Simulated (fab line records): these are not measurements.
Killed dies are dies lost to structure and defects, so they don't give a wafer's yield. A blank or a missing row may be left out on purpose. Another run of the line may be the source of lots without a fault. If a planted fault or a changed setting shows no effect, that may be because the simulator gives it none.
Which tool is to blame? || flow rit cmos || 12 lots with 36 wafers sampled at 2 steps, on a route of 202 steps

## WHAT THE GAUGES READ, wafer by wafer
The record lacks any reading of a measuring or inspecting step that a usual standard deviation could be used to judge.

## EACH LOT AND THE TOOL THAT RAN IT (in order: tool; ch and the chambers of the sampled wafers; start)
{"lot": "L407", "RIT_SPACER_ETCHBACK_05": "rie diel-03 ch 0,1, day 2 22:28", "RIT_M1_PROBE_99": "prober-02, day 3 10:40"}
{"lot": "L408", "RIT_SPACER_ETCHBACK_05": "rie diel-03 ch 1,2,3, day 3 02:37", "RIT_M1_PROBE_99": "prober-01, day 3 14:10"}
{"lot": "L409", "RIT_SPACER_ETCHBACK_05": "rie diel-01 ch 0,1, day 3 08:41", "RIT_M1_PROBE_99": "prober-02, day 3 19:41"}
{"lot": "L414", "RIT_SPACER_ETCHBACK_05": "rie diel-03 ch 0,2,3, day 4 11:34", "RIT_M1_PROBE_99": "prober-01, day 4 23:07"}
{"lot": "L418", "RIT_SPACER_ETCHBACK_05": "rie diel-01 ch 1,2,3, day 5 10:14", "RIT_M1_PROBE_99": "prober-02, day 5 22:29"}
{"lot": "L420", "RIT_SPACER_ETCHBACK_05": "rie diel-01 ch 1,3, day 6 02:41", "RIT_M1_PROBE_99": "prober-01, day 6 13:58"}
{"lot": "L421", "RIT_SPACER_ETCHBACK_05": "rie diel-04 ch 0,2, day 6 06:22", "RIT_M1_PROBE_99": "prober-02, day 6 17:37"}
{"lot": "L422", "RIT_SPACER_ETCHBACK_05": "rie diel-04 ch 0,1,3, day 6 10:50", "RIT_M1_PROBE_99": "prober-01, day 6 23:46"}
{"lot": "L424", "RIT_SPACER_ETCHBACK_05": "rie diel-03 ch 1,2,3, day 6 17:43", "RIT_M1_PROBE_99": "prober-01, day 7 04:41"}
{"lot": "L427", "RIT_SPACER_ETCHBACK_05": "rie diel-04 ch 3, day 7 05:11", "RIT_M1_PROBE_99": "prober-02, day 7 21:06"}
{"lot": "L428", "RIT_SPACER_ETCHBACK_05": "rie diel-04 ch 1,2, day 7 09:29", "RIT_M1_PROBE_99": "prober-01, day 7 21:09"}
{"lot": "L429", "RIT_SPACER_ETCHBACK_05": "rie diel-03 ch 1,2, day 7 13:23", "RIT_M1_PROBE_99": "prober-02, day 8 01:58"}
- RIT_SPACER_ETCHBACK_05: etches Si3N4 in SF6/CHF3, stops on SiO2, target depth 250 nm, time 240 s.
- RIT_M1_PROBE_99

## AS READ BY THE TOOLS THEMSELVES (means over the sampled wafers that have a number; for cases with no such wafer, the mark the record gives instead)
RIT_SPACER_ETCHBACK_05. Usual: drypump motor current A 5.7 A, standard deviation 0.36; oes product au 0.842 a.u., standard deviation 0.012; run length s 268.5 s, standard deviation 0.4; throttle valve pct 10.30 %, standard deviation 0.14.
{"lot": "L407", "tool": "rie diel-03", "drypump motor current A (A)": 6.1, "oes product au (a.u.)": 0.851, "run length s (s)": 268.3, "throttle valve pct (%)": 10.32, "flag": ""}
{"lot": "L408", "tool": "rie diel-03", "drypump motor current A (A)": 5.6, "oes product au (a.u.)": 0.849, "run length s (s)": 268.4, "throttle valve pct (%)": 10.39, "flag": ""}
{"lot": "L409", "tool": "rie diel-01", "drypump motor current A (A)": 5.8, "oes product au (a.u.)": 0.846, "run length s (s)": 268.3, "throttle valve pct (%)": 10.18, "flag": ""}
{"lot": "L414", "tool": "rie diel-03", "drypump motor current A (A)": 5.4, "oes product au (a.u.)": 0.843, "run length s (s)": 268.2, "throttle valve pct (%)": 10.39, "flag": ""}
{"lot": "L418", "tool": "rie diel-01", "drypump motor current A (A)": 5.7, "oes product au (a.u.)": 0.783, "run length s (s)": 307.7, "throttle valve pct (%)": 10.30, "flag": "OFF"}
{"lot": "L420", "tool": "rie diel-01", "drypump motor current A (A)": 5.5, "oes product au (a.u.)": 0.701, "run length s (s)": 346.9, "throttle valve pct (%)": 10.23, "flag": "OFF"}
{"lot": "L421", "tool": "rie diel-04", "drypump motor current A (A)": 5.4, "oes product au (a.u.)": 0.843, "run length s (s)": 268.7, "throttle valve pct (%)": 10.26, "flag": ""}
{"lot": "L422", "tool": "rie diel-04", "drypump motor current A (A)": 5.9, "oes product au (a.u.)": 0.842, "run length s (s)": 268.5, "throttle valve pct (%)": 10.26, "flag": ""}
{"lot": "L424", "tool": "rie diel-03", "drypump motor current A (A)": 5.5, "oes product au (a.u.)": 0.846, "run length s (s)": 268.3, "throttle valve pct (%)": 10.37, "flag": ""}
{"lot": "L427", "tool": "rie diel-04", "drypump motor current A (A)": 6.5, "oes product au (a.u.)": 0.858, "run length s (s)": 268.4, "throttle valve pct (%)": 10.25, "flag": ""}
{"lot": "L428", "tool": "rie diel-04", "drypump motor current A (A)": 5.7, "oes product au (a.u.)": 0.844, "run length s (s)": 268.5, "throttle valve pct (%)": 10.06, "flag": ""}
{"lot": "L429", "tool": "rie diel-03", "drypump motor current A (A)": 5.4, "oes product au (a.u.)": 0.845, "run length s (s)": 269.2, "throttle valve pct (%)": 10.48, "flag": ""}

RIT_M1_PROBE_99. Usual: killed_at_M0_to_M3 0.0 (standard deviation 0.12); killed at contacts 0.1 (standard deviation 0.23); killed at front end 7 (standard deviation 3); killed dies 7 (standard deviation 3.1); killed on rim 1.9 (standard deviation 1.5); killed open 3.3 (standard deviation 2.1); killed short 3.3 (standard deviation 2).
{"lot": "L407", "tool": "prober-02", "killed_at_M0_to_M3": 0.0, "killed at contacts": 0.0, "killed at front end": 12, "killed dies": 12, "killed on rim": 3.0, "killed open": 6.0, "killed short": 5.7, "flag": ""}
{"lot": "L408", "tool": "prober-01", "killed_at_M0_to_M3": 0.0, "killed at contacts": 0.0, "killed at front end": 5, "killed dies": 5, "killed on rim": 1.7, "killed open": 2.7, "killed short": 2.7, "flag": ""}
{"lot": "L409", "tool": "prober-02", "killed_at_M0_to_M3": 0.0, "killed at contacts": 0.3, "killed at front end": 6, "killed dies": 6, "killed on rim": 2.7, "killed open": 3.0, "killed short": 3.3, "flag": ""}
{"lot": "L414", "tool": "prober-01", "killed_at_M0_to_M3": 0.0, "killed at contacts": 0.0, "killed at front end": 5, "killed dies": 5, "killed on rim": 1.3, "killed open": 3.3, "killed short": 2.0, "flag": ""}
{"lot": "L418", "tool": "prober-02", "killed_at_M0_to_M3": 0.0, "killed at contacts": 0.0, "killed at front end": 5, "killed dies": 5, "killed on rim": 1.3, "killed open": 3.0, "killed short": 1.7, "flag": ""}
{"lot": "L420", "tool": "prober-01", "killed_at_M0_to_M3": 0.0, "killed at contacts": 0.0, "killed at front end": 5, "killed dies": 5, "killed on rim": 1.7, "killed open": 1.7, "killed short": 3.3, "flag": ""}
{"lot": "L421", "tool": "prober-02", "killed_at_M0_to_M3": 0.3, "killed at contacts": 0.0, "killed at front end": 8, "killed dies": 9, "killed on rim": 3.0, "killed open": 4.3, "killed short": 4.3, "flag": ""}
{"lot": "L422", "tool": "prober-01", "killed_at_M0_to_M3": 0.0, "killed at contacts": 0.3, "killed at front end": 4, "killed dies": 5, "killed on rim": 1.0, "killed open": 3.0, "killed short": 1.7, "flag": ""}
{"lot": "L424", "tool": "prober-01", "killed_at_M0_to_M3": 0.0, "killed at contacts": 0.0, "killed at front end": 6, "killed dies": 6, "killed on rim": 1.0, "killed open": 3.0, "killed short": 2.7, "flag": ""}
{"lot": "L427", "tool": "prober-02", "killed_at_M0_to_M3": 0.0, "killed at contacts": 0.3, "killed at front end": 5, "killed dies": 5, "killed on rim": 1.0, "killed open": 1.7, "killed short": 3.7, "flag": ""}
{"lot": "L428", "tool": "prober-01", "killed_at_M0_to_M3": 0.0, "killed at contacts": 0.0, "killed at front end": 7, "killed dies": 7, "killed on rim": 3.0, "killed open": 4.3, "killed short": 3.0, "flag": ""}
{"lot": "L429", "tool": "prober-02", "killed_at_M0_to_M3": 0.0, "killed at contacts": 0.0, "killed at front end": 10, "killed dies": 10, "killed on rim": 4.0, "killed open": 5.7, "killed short": 4.7, "flag": ""}

## THE ANSWER, worked out from the rows above alone
Rule: take the mean of a lot's wafers that have a number; if it is more than 3 standard deviations from the usual mean, the lot is off. Also off: a lot with no number at a reading for which 4 or more lots have one. Any other lot the step has rows for is counted as sound. After the gauges, taken in route order, come the tools' own readings; for these a lot's mean is taken, as printed above. At the first step where some lot is off, the reading lying furthest off is the one used; lots without a number count as furthest.
Off: L418, L420, at RIT_SPACER_ETCHBACK_05 (run length s).
A tool fits if, at that step or a process step before it, it ran every lot that is off, and no sound lot after the first of them. One candidate fits, namely rie diel-01 at RIT_SPACER_ETCHBACK_05. A fault onset in the window from L409 (day 3 08:41, its last sound lot) to L418 (day 5 10:14, its first lot off) fits.
The tool's own readings at RIT_SPACER_ETCHBACK_05 bear it out: on the lots that are off they differ by more than 5 times the standard deviation of the sound lots' means. oes product au reads 0.742 a.u. there against 0.847 a.u. on the sound lots; run length s reads 327.3 s there against 268.5 s on the sound lots.

## WHAT WAS PUT IN BY THE SIMULATOR
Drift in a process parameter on rie diel-01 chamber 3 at RIT_SPACER_ETCHBACK_05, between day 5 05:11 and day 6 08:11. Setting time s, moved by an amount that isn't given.
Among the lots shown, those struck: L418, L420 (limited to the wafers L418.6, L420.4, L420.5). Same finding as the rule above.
